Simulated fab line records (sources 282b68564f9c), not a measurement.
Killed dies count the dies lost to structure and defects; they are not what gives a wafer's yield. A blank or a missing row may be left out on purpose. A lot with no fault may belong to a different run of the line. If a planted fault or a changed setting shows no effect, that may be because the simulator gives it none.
fab line records	flow rit-cmos
record lots=6	wafers=18	last-day=7
route steps=202 shown NWELL@36 PWELL@39 M1@202
lots that met no fault: from a run of the same line without faults
start-h: start of the lot's first displayed wafer, in hours after the record's first day	wait-h: hours from the lot's prior step to this one	" as in the row above	L1.1+2: one row covering several wafers at once	- no value present, or no start provided	* or withheld: withheld	< > ~ a bound
route shown NAME@n: NAME is a module with steps in the file, n the number in the route of the first one	usual: the fault-free wafers' mean and standard deviation	same: alike in all rows	chamber/n: place in a boat	sites: each site's reading	_std_site: the standard deviation of these	_edge_site: the outer-site mean with the inner-site mean subtracted	radius-mm: how far each site lies from the wafer's centre	mask NAME#n: copy n	behind: tool/chamber where the wafer was last shaped	hold: the reason the lot was held/the length of the hold in hours/how it ended	device: whichever transistor did not switch (one of n, p or np)	end of line: the tests these same wafers got at the end of their route	step lacking rows: just its recipe	killed: dies that structure and defects cost at the first sort, which is not the same as the wafer's yield	map: a wafer's dies, x killed, . not, _ none there
set.NAME: the setting the step ran with; set.NAME@STEP: the setting that earlier step ran with	model.NAME: the simulator's own value behind a step, which no gauge read
lots at selected steps of the route; one table per step, one row per wafer
services: the hour from which a tool's chamber was out of use, counted from the record's first day as start-h (under 0 if before that day), plus the number of hours and why
## steps
# step RIT_NWELL_IMPLANT_08
# recipe species=P	energy-kev=170	dose-cm2=5e+13	tilt-deg=7
# step RIT_NWELL_STRIP_09
# recipe chemistry=O2	time-s=180	resist=NOVOLAK	platen-temp-c=withheld	power-w=500	pressure-mtorr=4000	o2-flow-sccm=4000
# usual drypump-motor-current-A=5.8/0.31	o2-flow-sccm=4002/11
lot.wafer	tool	chamber	start-h	wait-h	drypump-motor-current-A	o2-flow-sccm	rf-hours-counter-h
L117.3	plasma-asher-03	0	27.29	0.1	5.8	4000	-
L117.4	"	1	"	"	6.2	3995	-
L117.5	"	1	"	"	6.2	4012	-
L118.1	plasma-asher-03	0	35.75	0.1	5.9	3992	38
L118.2	"	1	"	"	6.1	3992	38
L118.3	"	1	"	"	6.1	4004	-
L119.1	plasma-asher-02	0	37.73	0.1	5.8	3992	26
L119.2	"	1	"	"	5.4	4005	26
L119.3	"	1	"	"	5.4	4012	-
L137.4	plasma-asher-02	0	127.04	0.1	5.8	3989	-
L137.5	"	0	"	"	5.8	4003	-
L137.6	"	1	"	"	5.4	3998	-
L138.1	plasma-asher-03	1	134.31	0.1	6.2	3988	2
L138.4	"	1	"	"	6.2	4007	-
L138.5	"	0	"	"	5.9	4001	-
L139.3	plasma-asher-02	0	137.86	0.1	5.8	3987	-
L139.4	"	1	"	"	5.3	3997	-
L139.5	"	1	"	"	5.4	4009	-
# step RIT_NWELL_TW_MEAS_10
# usual NWELL_TW=2159/12
lot.wafer	tool	chamber	start-h	wait-h	NWELL_TW
L117.3	film-metro-01	-	27.42	0.1	2146
L117.4	"	-	"	"	2151
L117.5	"	-	"	"	2148
L118.1	film-metro-04	-	35.92	0.1	2143
L118.2	"	-	"	"	2130
L118.3	"	-	"	"	2152
L119.1	film-metro-01	-	37.91	0.1	2145
L119.2	"	-	"	"	2153
L119.3	"	-	"	"	2144
L137.4	film-metro-04	-	127.19	0.1	2159
L137.5	"	-	"	"	2162
L137.6	"	-	"	"	2170
L138.1	film-metro-01	-	134.49	0.1	2168
L138.4	"	-	"	"	2175
L138.5	"	-	"	"	2182
L139.3	film-metro-03	-	137.99	0.1	2153
L139.4	"	-	"	"	2149
L139.5	"	-	"	"	2167
# step RIT_PWELL_HMDS_00
# recipe prime-time-s=60	prime-temp-c=140
# step RIT_PWELL_COAT_01
# recipe resist=NOVOLAK	spin-rpm=2000	resist-thk-nm=1300
# step RIT_PWELL_SOFTBAKE_02
# recipe resist=NOVOLAK	temp-c=90.93	time-s=60
# step RIT_PWELL_EXPOSE_03
# recipe mask-id=M3	na=0.57	target-cd-nm=43700	dose-mj=250
# step RIT_PWELL_PEB_04
# recipe resist=NOVOLAK	temp-c=withheld	time-s=withheld
# step RIT_PWELL_DEVELOP_05
# recipe resist=NOVOLAK	develop-time-s=68	dev-temp-c=23
# step RIT_PWELL_OVL_MEAS_06
# usual PWELL_OVL=0.6/1.4
lot.wafer	tool	chamber	start-h	wait-h	PWELL_OVL[nm]
L117.3	overlay-01	-	28.35	-	0.8
L117.4	"	-	"	"	0.2
L117.5	"	-	"	"	1.2
L118.1	overlay-01	-	37.03	-	-0.8
L118.2	"	-	"	"	0.9
L118.3	"	-	"	"	1.0
L119.1	overlay-01	-	38.97	-	-0.3
L119.2	"	-	"	"	0.0
L119.3	"	-	"	"	-0.6
L137.4	overlay-01	-	128.26	-	1.1
L137.5	"	-	"	"	1.9
L137.6	"	-	"	"	2.8
L138.1	overlay-01	-	135.43	-	1.4
L138.4	"	-	"	"	1.9
L138.5	"	-	"	"	2.6
L139.3	overlay-02	-	138.93	-	-1.4
L139.4	"	-	"	"	-1.6
L139.5	"	-	"	"	-1.7
# step RIT_PWELL_HARDBAKE_07
# recipe resist=NOVOLAK	temp-c=140	time-s=120
# step RIT_PWELL_IMPLANT_08
# recipe species=B	energy-kev=170	dose-cm2=7e+13	tilt-deg=7.281
# step RIT_PWELL_STRIP_09
# recipe chemistry=O2	time-s=180	resist=NOVOLAK	platen-temp-c=withheld	power-w=500	pressure-mtorr=4000	o2-flow-sccm=4000
# usual drypump-motor-current-A=5.8/0.34	o2-flow-sccm=4002/11
lot.wafer	tool	chamber	start-h	wait-h	drypump-motor-current-A	o2-flow-sccm	rf-hours-counter-h
L117.3	plasma-asher-01	0	28.84	0.1	5.2	3988	-
L117.4	"	1	"	"	6.0	3994	-
L117.5	"	0	"	"	5.2	3985	-
L118.1	plasma-asher-03	0	37.47	0.1	5.9	4003	39
L118.2	"	1	"	"	6.1	4010	39
L118.3	"	0	"	"	5.9	3996	-
L119.1	plasma-asher-03	0	39.41	0.1	5.9	3999	39
L119.2	"	1	"	"	6.2	4002	39
L119.3	"	1	"	"	6.1	4007	-
L137.4	plasma-asher-03	1	128.73	0.1	6.2	4005	-
L137.5	"	0	"	"	5.9	4787	-
L137.6	"	1	"	"	6.1	4001	-
L138.1	plasma-asher-03	0	135.86	0.1	5.8	4789	2
L138.4	"	0	"	"	5.8	4804	-
L138.5	"	1	"	"	6.1	4013	-
L139.3	plasma-asher-01	0	139.41	0.1	5.2	4006	-
L139.4	"	1	"	"	6.0	3997	-
L139.5	"	0	"	"	5.2	4004	-
# step RIT_PWELL_TW_MEAS_10
# usual PWELL_TW=961/6.2
lot.wafer	tool	chamber	start-h	wait-h	PWELL_TW
L117.3	film-metro-04	-	28.97	0.1	952
L117.4	"	-	"	"	948
L117.5	"	-	"	"	947
L118.1	film-metro-04	-	37.64	0.1	953
L118.2	"	-	"	"	958
L118.3	"	-	"	"	953
L119.1	film-metro-04	-	39.58	0.1	950
L119.2	"	-	"	"	953
L119.3	"	-	"	"	954
L137.4	film-metro-04	-	128.88	0.1	954
L137.5	"	-	"	"	963
L137.6	"	-	"	"	961
L138.1	film-metro-01	-	136.04	0.1	956
L138.4	"	-	"	"	960
L138.5	"	-	"	"	967
L139.3	film-metro-01	-	139.55	0.1	958
L139.4	"	-	"	"	962
L139.5	"	-	"	"	966
# step RIT_M1_PROBE_99
# usual killed-at-contacts=0.0/0.22	killed-at-front-end=7/3.2	killed-dies=8/3.2	killed-open=3.7/2.1	killed-short=3.8/2.2
# same gross-dies=264	killed_at_M0_to_M3=0	killed_at_M4_up=0	killed-at-back-side=0	killed-at-other=0
lot.wafer	tool	chamber	start-h	wait-h	killed-at-contacts	killed-at-front-end	killed-dies	killed-open	killed-short
L117.3	prober-02	-	63.72	0.2	0	12	12	6	6
L117.4	prober-02	-	63.77	0.2	0	15	15	11	4
L117.5	prober-02	-	63.82	0.2	0	8	8	5	3
L119.1	prober-02	-	78.48	0.1	0	10	10	7	3
L119.2	prober-02	-	78.53	0.1	0	6	6	1	5
L119.3	prober-02	-	78.58	0.2	0	5	5	3	2
L138.1	prober-01	-	172.68	0.1	0	10	10	4	6
L138.4	prober-01	-	172.83	0.2	0	8	8	6	2
L138.5	prober-01	-	172.88	0.2	0	9	9	8	1
L139.3	prober-02	-	179.31	0.2	0	13	13	6	7
L139.4	prober-02	-	179.36	0.2	0	6	6	3	3
L139.5	prober-02	-	179.41	0.2	0	9	9	3	6
# killed by level:class
L117.3 GATE:geometric-particle:open=4 GATE:geometric-particle:short=3 REOX:geometric-particle:open=2 REOX:geometric-particle:short=2 SPACER:geometric-particle:short=1
L117.4 GATE:geometric-particle:open=7 REOX:geometric-particle:open=3 GATE:geometric-particle:short=2 FOX1:geometric-particle:short=1 FOX2:geometric-particle:open=1 SPACER:geometric-particle:short=1
L117.5 GATE:geometric-particle:open=2 FOX1:geometric-particle:open=1 FOX1:geometric-particle:short=1 GATE:geometric-particle:short=1 REOX:geometric-particle:open=1 SPACER:geometric-particle:open=1 SPACER:geometric-particle:short=1
L119.1 GATE:geometric-particle:open=5 GATE:geometric-particle:short=2 REOX:geometric-particle:open=2 REOX:geometric-particle:short=1
L119.2 FOX2:geometric-particle:short=2 FOX1:geometric-particle:short=1 GATE:geometric-particle:short=1 GATE:geometric-particle:open=1 SPACER:geometric-particle:short=1
L119.3 GATE:geometric-particle:open=2 GATE:geometric-particle:short=1 REOX:geometric-particle:open=1 SILICIDE:geometric-particle:short=1
L138.1 GATE:geometric-particle:open=3 SPACER:geometric-particle:short=3 FOX2:geometric-particle:short=1 GATE:geometric-particle:short=1 SPACER:geometric-particle:open=1 SILICIDE:geometric-particle:short=1
L138.4 FOX2:geometric-particle:open=2 GATE:geometric-particle:short=2 REOX:geometric-particle:open=2 FOX1:geometric-particle:open=1 SPACER:geometric-particle:open=1
L138.5 GATE:geometric-particle:open=4 SILICIDE:geometric-particle:open=2 FOX1:geometric-particle:open=1 GATE:geometric-particle:short=1 SPACER:geometric-particle:open=1
L139.3 GATE:geometric-particle:short=4 REOX:geometric-particle:open=3 GATE:geometric-particle:open=1 REOX:geometric-particle:short=1 SPACER:geometric-particle:short=1 SPACER:geometric-particle:open=1 SILICIDE:geometric-particle:short=1 SILICIDE:geometric-particle:open=1
L139.4 GATE:geometric-particle:open=2 GATE:geometric-particle:short=1 SPACER:geometric-particle:short=1 SPACER:geometric-particle:open=1 SILICIDE:geometric-particle:short=1
L139.5 FOX1:geometric-particle:open=1 FOX1:geometric-particle:short=1 FOX2:geometric-particle:open=1 FOX2:geometric-particle:short=1 GATE:geometric-particle:short=1 GATE:geometric-particle:open=1 REOX:geometric-particle:short=1 SPACER:geometric-particle:short=1
## services
tool	chamber	start-h	hours	kind
plasma-asher-02	-	3.66	2.5	repair
plasma-asher-02	-	7.93	0.9	repair
plasma-asher-01	-	54.90	3.0	repair
plasma-asher-03	-	108.75	9.0	pm
plasma-asher-03	0	108.75	9.0	vent-cycle
plasma-asher-03	1	108.75	9.0	vent-cycle
plasma-asher-03	0	117.75	-	clean
plasma-asher-03	1	117.75	-	clean
plasma-asher-02	-	132.94	4.4	repair
## key
first-sign step=RIT_PWELL_STRIP_09	reading=o2-flow-sccm	direction=up	sigmas=75	usual=4002	struck=4793
effect none on later readings
met-at RIT_PWELL_STRIP_09
struck-wafers L137.5,L138.1,L138.4
tester-left-out L137,L138
onset-between 39.41 128.73
fault kind=process-parameter-drift	tool=plasma-asher-03	chamber=0	onset-h=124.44	steps=RIT_PWELL_STRIP_09	channel=o2-flow-sccm	offset=800	shape=step	end-h=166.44	acts-in=these-recipes-only	stated=4000
# tester-left-out: of these lots the tester's yield and bins aren't shown, on N5 and GAA mostly nor the transistor test; their killed dies are dies lost to structure and defects alone, not to doping, threshold or leakage, so they don't give the yield
